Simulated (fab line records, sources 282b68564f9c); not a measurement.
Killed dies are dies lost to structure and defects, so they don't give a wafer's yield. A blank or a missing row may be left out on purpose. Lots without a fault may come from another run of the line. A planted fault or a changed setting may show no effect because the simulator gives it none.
Problem report in the 8D (eight disciplines) form, filled by code | flow rit_cmos | the parts of the form that need people (team, actions taken, sign-off) are left out

1. THE PROBLEM
NRETRO_TW at RIT_NRETRO_TW_MEAS_10 reads a mean of 949 on 6 wafers of 2 lots; wafers without a fault read 1055 with a standard deviation of 6.2. That is -17 standard deviations from the usual mean.
First seen on wafer L734.2, day 4 18:43, on film_metro-01. The record holds 42 wafers of 14 lots with a number at this step. Rule for "out", or "out of limits": more than 4 standard deviations from the usual mean. The other wafers with a number count as sound.

2. WHAT IT IS AND WHAT IT IS NOT
question                    | is                           | is not
which readings at this step | NRETRO_TW                    | -
which lots                  | L734, L736                   | L722, L723, L724, L725, L726, L731, L732, L737, L739, L740, L743, L744
which wafers of those lots  | all that have a number       | -
read on which gauges        | film_metro-01, film_metro-03 | film_metro-02
when                        | from day 4 18:43             | up to then (21 sound wafers); but 15 sound wafers of L737, L739, L740, L743, L744 came after

3. SUSPECTS, AND WHAT RULES EACH OUT
Counting: a tool at a process step up to the reading stays a suspect if it ran every lot that is out and no sound lot after the first of them.
- the gauge at RIT_NRETRO_TW_MEAS_10: ruled out. The wafers that are out were read on 2 gauges (film_metro-01, film_metro-03).
- implanter-04 at RIT_NRETRO_IMPLANT_08: kept. It ran every lot that is out, first L734 (day 4 18:25), and no sound lot after that; its last sound lot up to then is L732 (day 4 07:50). Its own readings are out on those wafers: beam_energy_keV.
Left after counting: implanter-04 at RIT_NRETRO_IMPLANT_08.

4. THE CAUSE (what the simulator had put in)
Process parameter drift: implanter-04, from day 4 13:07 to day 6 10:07, at RIT_NRETRO_IMPLANT_08. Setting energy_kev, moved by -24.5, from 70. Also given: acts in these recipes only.
Counting left only this tool.

5. THE CHAIN OF EFFECTS, in route order
Each row: a reading whose mean over the struck wafers that have a number lies more than 3 standard deviations from the usual. Only readings for which the record gives a usual standard deviation are gone through. hours: the time from each lot's start at the first step in this table that gives one to its start at this step, as a median over the lots. sigmas: the change in usual standard deviations.
hours | step                  | reading         | usual  | on struck wafers | change  | sigmas
0     | RIT_NRETRO_IMPLANT_08 | beam_energy_keV | 70.006 | 45.496           | -24.510 | -99 or more
0     | RIT_NRETRO_TW_MEAS_10 | NRETRO_TW       | 1055   | 949              | -106    | -17
The process steps in it:
- RIT_NRETRO_IMPLANT_08
Later measuring or inspecting steps at which every struck wafer that the step has a row for has a number for every such reading, and none has moved that far: RIT_GATE_OVL_MEAS_17.

6. WHAT WOULD HAVE CAUGHT IT SOONER
In this record the first reading out of limits at a measuring or inspecting step was taken at day 4 18:43, 6 hours after the fault began at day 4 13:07.
The tool's own readings at RIT_NRETRO_IMPLANT_08 were out on every struck wafer that the step has a row for (beam_energy_keV): an alarm limit on them would have fired on the first of those.
Of the lots that are out (2), L736 began RIT_NRETRO_IMPLANT_08 on implanter-04 after day 4 18:43. A hold on the tool at that time would have spared it.
